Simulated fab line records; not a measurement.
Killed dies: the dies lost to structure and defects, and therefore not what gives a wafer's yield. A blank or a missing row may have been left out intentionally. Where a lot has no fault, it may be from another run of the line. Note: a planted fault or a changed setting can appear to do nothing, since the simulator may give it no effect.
Which tool is to blame? -- flow berkeleyCmos170 -- 42 wafers from 14 lots sampled at 6 of the route's 331 steps

## WHAT THE GAUGES SHOWED, per wafer
UCB170_SILICIDE_RS_MEAS_02: measurement is done with a four-point probe.
lot,measured,on,SILICIDE_TI_RS (ohm/sq)
L331,day 7 06:49,filmMetro-02,27.5 27.4 27.6
L333,day 7 09:01,filmMetro-01,27.5 27.8 28.2
L334,day 7 09:02,filmMetro-02,28.1 27.7 27.6
L335,day 7 09:11,filmMetro-04,27.5 27.4 27.1
L338,day 8 05:38,filmMetro-01,28.4 27.7 27.8
L339,day 8 18:24,filmMetro-01,28.0 27.8 27.7
L340,day 9 01:48,filmMetro-01,27.4 27.2 27.6
L341,day 9 05:34,filmMetro-01,27.6 27.4 27.9
L343,day 9 10:27,filmMetro-01,27.4 27.0 27.3
L348,day 10 02:54,filmMetro-02,27.2 27.7 27.5
L351,day 10 22:16,filmMetro-01,39.1 38.8 39.4 39.5 39.3 39.9
L350,day 10 22:45,filmMetro-01,27.4 27.7 27.5
L354,day 11 02:16,filmMetro-01,26.9 27.3 27.0
L353,day 11 02:35,filmMetro-01,37.6 38.0 37.6 38.0 38.4 38.1

UCB170_SILICIDE_THK_MEAS_03: measures by xrf.
lot,measured,on,SILICIDE_TI_THK (nm)
L331,day 7 06:56,filmMetro-02,28.1 28.1 28.1
L333,day 7 09:08,filmMetro-01,28.1 27.9 27.6
L334,day 7 09:09,filmMetro-02,27.6 28.1 28.0
L335,day 7 09:17,filmMetro-04,28.1 28.3 28.5
L338,day 8 05:45,filmMetro-01,27.4 28.0 27.8
L339,day 8 18:31,filmMetro-01,27.6 28.0 28.0
L340,day 9 01:54,filmMetro-01,28.3 28.4 28.1
L341,day 9 05:40,filmMetro-01,28.2 28.2 27.9
L343,day 9 10:34,filmMetro-01,28.2 28.5 28.3
L348,day 10 03:01,filmMetro-02,28.5 28.1 28.3
L351,day 10 23:42,filmMetro-01,20.8 21.1 20.8 20.9 21.0 20.7
L350,day 10 22:52,filmMetro-01,28.2 27.9 28.1
L354,day 11 02:23,filmMetro-01,28.6 28.3 28.5
L353,day 11 05:42,filmMetro-01,21.6 21.4 21.5 21.6 21.4 21.6

UCB170_CONTACT_CD_MEAS_15: target cd 700 nm.
lot,measured,on,cdNm (nm)
L331,day 7 13:00,cdSem-01,700.1 699.8 701.3
L333,day 7 13:46,cdSem-02,699.5 699.5 698.0
L334,day 7 13:58,cdSem-02,696.8 697.5 697.5
L335,day 7 14:19,cdSem-01,699.4 698.9 698.2
L338,day 8 09:55,cdSem-01,699.6 700.0 698.8
L339,day 9 00:43,cdSem-02,698.3 698.8 699.6
L340,day 9 05:52,cdSem-01,702.2 702.6 701.8
L341,day 9 09:42,cdSem-01,703.3 702.6 702.3
L343,day 9 18:26,cdSem-01,699.3 698.1 698.4
L348,day 10 08:17,cdSem-02,694.8 695.3 695.3
L351,day 11 08:38,cdSem-02,700.1 701.9 700.4
L350,day 11 03:31,cdSem-02,700.6 702.3 699.9
L354,day 11 06:16,cdSem-01,701.0 700.7 699.9
L353,day 11 15:28,cdSem-02,699.9 699.6 698.4

UCB170_CONTACT_CD_MEAS_90: target cd 700 nm.
lot,measured,on,cdNm (nm)
L331,day 7 13:25,cdSem-01,700.8 700.7 702.7
L333,day 7 14:11,cdSem-02,699.0 698.0 697.1
L334,day 7 14:23,cdSem-02,696.2 697.2 696.6
L335,day 7 14:44,cdSem-01,699.5 700.2 698.7
L338,day 8 10:21,cdSem-02,698.1 700.3 699.0
L339,day 9 01:08,cdSem-01,698.5 698.5 698.3
L340,day 9 06:18,cdSem-02,700.6 701.5 701.9
L341,day 9 10:08,cdSem-02,702.6 702.0 702.6
L343,day 9 18:51,cdSem-02,699.1 697.2 699.2
L348,day 10 08:42,cdSem-02,695.0 694.5 694.5
L351,day 11 09:04,cdSem-01,699.8 701.4 699.3
L350,day 11 03:56,cdSem-02,700.3 702.2 700.5
L354,day 11 06:41,cdSem-02,700.6 702.6 699.4
L353,day 11 15:53,cdSem-01,698.3 698.5 700.7

## TOOL THAT RAN EACH LOT (tool first, then ch and the chambers of the sampled wafers, then the start)
lot,UCB170_BACKSIDE_STRIP_03,UCB170_SILICIDE_SPUTTER_01
L331,"plasmaAsher-03 ch 0,1, day 7 05:40","pvdSputter-01, day 7 06:47"
L333,"plasmaAsher-01 ch 1, day 7 06:07","pvdSputter-04, day 7 08:59"
L334,"plasmaAsher-04 ch 0,1, day 7 06:16","pvdSputter-02, day 7 08:59"
L335,"plasmaAsher-03 ch 0,1, day 7 06:25","pvdSputter-01, day 7 09:07"
L338,"plasmaAsher-01 ch 0,1, day 8 04:38","pvdSputter-01, day 8 05:36"
L339,"plasmaAsher-01 ch 0,1, day 8 17:25","pvdSputter-04, day 8 18:22"
L340,"plasmaAsher-01 ch 0,1, day 9 00:35","pvdSputter-02, day 9 01:44"
L341,"plasmaAsher-01 ch 0,1, day 9 04:25","pvdSputter-04, day 9 05:31"
L343,"plasmaAsher-04 ch 0,1, day 9 09:27","pvdSputter-01, day 9 10:25"
L348,"plasmaAsher-01 ch 0,1, day 10 01:52","pvdSputter-02, day 10 02:50"
L351,"plasmaAsher-03 ch 0,1, day 10 21:17","pvdSputter-02, day 10 22:14"
L350,"plasmaAsher-04 ch 0,1, day 10 21:38","pvdSputter-04, day 10 22:43"
L354,"plasmaAsher-01 ch 0,1, day 11 01:10","pvdSputter-01, day 11 02:14"
L353,"plasmaAsher-01 ch 0,1, day 11 01:37","pvdSputter-02, day 11 02:34"
- UCB170_BACKSIDE_STRIP_03: strips in O2.
- UCB170_SILICIDE_SPUTTER_01: material Ti, target thk 30 nm, time 23.83 s.

## WHAT THE TOOLS THEMSELVES READ (means of the sampled wafers that have a number; where no wafer has one, the mark that the record gives instead)
UCB170_BACKSIDE_STRIP_03.
lot,tool,drypumpMotorCurrentA (A),oesProductAu (a.u.),stripTimeToEndpointS (s)
L331,plasmaAsher-03,5.9,0.735,21.92
L333,plasmaAsher-01,6.3,0.734,21.83
L334,plasmaAsher-04,5.6,0.733,21.96
L335,plasmaAsher-03,6.1,0.737,21.92
L338,plasmaAsher-01,5.9,0.734,22.04
L339,plasmaAsher-01,5.5,0.734,21.86
L340,plasmaAsher-01,5.8,0.732,21.96
L341,plasmaAsher-01,5.4,0.731,22.02
L343,plasmaAsher-04,5.6,0.736,21.98
L348,plasmaAsher-01,5.8,0.732,21.91
L351,plasmaAsher-03,6.0,0.738,21.96
L350,plasmaAsher-04,5.4,0.731,21.88
L354,plasmaAsher-01,5.4,0.739,21.91
L353,plasmaAsher-01,5.4,0.731,21.97

UCB170_SILICIDE_SPUTTER_01.
lot,tool,throttleValvePct (%)
L331,pvdSputter-01,30.4
L333,pvdSputter-04,28.9
L334,pvdSputter-02,30.3
L335,pvdSputter-01,30.6
L338,pvdSputter-01,28.4
L339,pvdSputter-04,29.2
L340,pvdSputter-02,30.2
L341,pvdSputter-04,29.1
L343,pvdSputter-01,30.7
L348,pvdSputter-02,31.1
L351,pvdSputter-02,30.2
L350,pvdSputter-04,29.1
L354,pvdSputter-01,29.5
L353,pvdSputter-02,29.8

## THE ANSWER, worked out from the rows above alone
Rule: what is usual is taken from the lots themselves. The widest of any qualifying gaps counts: lots, ordered by their means at a reading, are off when they make up no more than a third of the lots, leave a main group of 4 or more, and stand apart from it by 3 or more times the standard deviation of that group's means. A main group whose means are all the same, to the digits that the tables above print for the reading, isn't used. A lot without any number at a reading at which 4 lots or more have one is off too. The other lots that the step has rows for count as sound. Order of review: gauges by route order, followed by the tools' own readings, for which a lot's mean as printed above is used. The first step at which some lot is off is used, and at that step the reading that is off furthest; a lot without a number counts as furthest.
Off: L351, L353, at UCB170_SILICIDE_RS_MEAS_02 (SILICIDE_TI_RS). Main group: mean 27.6 ohm/sq, sd 0.26.
A tool fits if, at a process step before that reading, it ran every lot that is off, and no sound lot after the first of them. Those tools and the gauges at UCB170_SILICIDE_RS_MEAS_02 are tried in the same way. One fits: UCB170_SILICIDE_SPUTTER_01 on pvdSputter-02. Its last sound lot is L348 (day 10 02:50), its first lot that is off L351 (day 10 22:14): a fault that began between those two fits.

## WHAT WAS PUT IN BY THE SIMULATOR
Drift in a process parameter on pvdSputter-02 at UCB170_SILICIDE_SPUTTER_01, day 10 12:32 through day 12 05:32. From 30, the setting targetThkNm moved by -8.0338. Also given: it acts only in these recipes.
Struck lots among those shown: L351, L353. The same result came from the rule above.
